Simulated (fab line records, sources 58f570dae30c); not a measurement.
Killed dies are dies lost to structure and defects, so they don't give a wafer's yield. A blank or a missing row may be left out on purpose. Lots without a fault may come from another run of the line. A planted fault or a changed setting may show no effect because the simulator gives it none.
Tool commonality check | flow berkeley_cmos170 | 13 lots, 39 wafers sampled

WHY IT WAS OPENED
At UCB170_PWELL_TW_MEAS_17 the reading PWELL_TW is flagged on 1 of 13 lots. Wafers without a fault read 377, standard deviation 3.3.
Rule: a lot is flagged when every wafer of it that has a number lies more than 4 standard deviations from that mean, or none has a number. The other lots count as sound.

lot  | measured    | on            | PWELL_TW, wafer by wafer | flag
L739 | day 3 16:29 | film_metro-01 | 382 379 382              |
L738 | day 3 16:49 | film_metro-03 | 377 376 376              |
L742 | day 4 21:36 | film_metro-01 | 386 382 383              |
L743 | day 5 06:23 | film_metro-03 | 377 375 377              |
L747 | day 5 11:09 | film_metro-01 | 380 381 381              |
L746 | day 5 11:14 | film_metro-03 | 376 374 377              |
L749 | day 5 17:57 | film_metro-04 | 376 376 375              |
L745 | day 5 18:14 | film_metro-04 | 375 371 375              |
L748 | day 5 19:47 | film_metro-01 | 381 383 382              |
L750 | day 6 03:37 | film_metro-03 | 30 30 30                 | FLAGGED
L752 | day 6 11:01 | film_metro-03 | 377 376 379              |
L758 | day 7 11:22 | film_metro-03 | 374 374 373              |
L760 | day 7 14:49 | film_metro-04 | 376 375 375              |
The numbers of the flagged lots are 30 on average: -347 against the usual, or -99 or more standard deviations.

WHICH TOOL RAN EACH LOT
The record holds 1 process step before the reading, out of a route of 331 steps. In each cell: the tool, then ch and the chambers that the sampled wafers went through, then the start.
lot  | flag    | UCB170_PWELL_EXPOSE_10
L739 |         | krf_scanner-02 ch 0, day 3 15:43
L738 |         | krf_scanner-01 ch 0, day 3 16:02
L742 |         | krf_scanner-02 ch 0, day 4 20:49
L743 |         | krf_scanner-02 ch 0, day 5 05:20
L747 |         | krf_scanner-02 ch 0, day 5 10:23
L746 |         | krf_scanner-02 ch 0, day 5 10:28
L749 |         | krf_scanner-02 ch 0, day 5 16:45
L745 |         | krf_scanner-02 ch 0, day 5 17:01
L748 |         | krf_scanner-02 ch 0, day 5 19:01
L750 | FLAGGED | krf_scanner-02 ch 0, day 6 02:39
L752 |         | krf_scanner-02 ch 0, day 6 10:01
L758 |         | krf_scanner-02 ch 0, day 7 10:28
L760 |         | krf_scanner-01 ch 0, day 7 14:03
What these steps do:
- UCB170_PWELL_EXPOSE_10: exposes mask PWELL, target cd 3000 nm.
- UCB170_PWELL_TW_MEAS_17

FLAGGED OVER TOTAL, TOOL BY TOOL (the gauges that took the reading come last)
step                    | tool           | lots run | flagged | share of the flagged lots | sound lots run after its first flagged lot
UCB170_PWELL_EXPOSE_10  | krf_scanner-01 | 2        | 0       | none                      | -
UCB170_PWELL_EXPOSE_10  | krf_scanner-02 | 11       | 1       | all                       | 2 (L752,L758)
UCB170_PWELL_TW_MEAS_17 | film_metro-01  | 4        | 0       | none                      | -
UCB170_PWELL_TW_MEAS_17 | film_metro-03  | 6        | 1       | all                       | 2 (L752,L758)
UCB170_PWELL_TW_MEAS_17 | film_metro-04  | 3        | 0       | none                      | -

WHAT THE TABLE ALLOWS
2 rows of the table ran every flagged lot: krf_scanner-02 at UCB170_PWELL_EXPOSE_10, film_metro-03 at UCB170_PWELL_TW_MEAS_17.
- krf_scanner-02 at UCB170_PWELL_EXPOSE_10: 1 of its 11 lots flagged. Sound lots ran on it after the first flagged one (L752, L758), which a lasting fault on the whole tool wouldn't allow.
- film_metro-03 at UCB170_PWELL_TW_MEAS_17: 1 of its 6 lots flagged. Sound lots ran on it after the first flagged one (L752, L758), which a lasting fault on the whole tool wouldn't allow.
No row of the table ran every flagged lot and no sound lot after the first.

WHAT THE SIMULATOR HAD PUT IN
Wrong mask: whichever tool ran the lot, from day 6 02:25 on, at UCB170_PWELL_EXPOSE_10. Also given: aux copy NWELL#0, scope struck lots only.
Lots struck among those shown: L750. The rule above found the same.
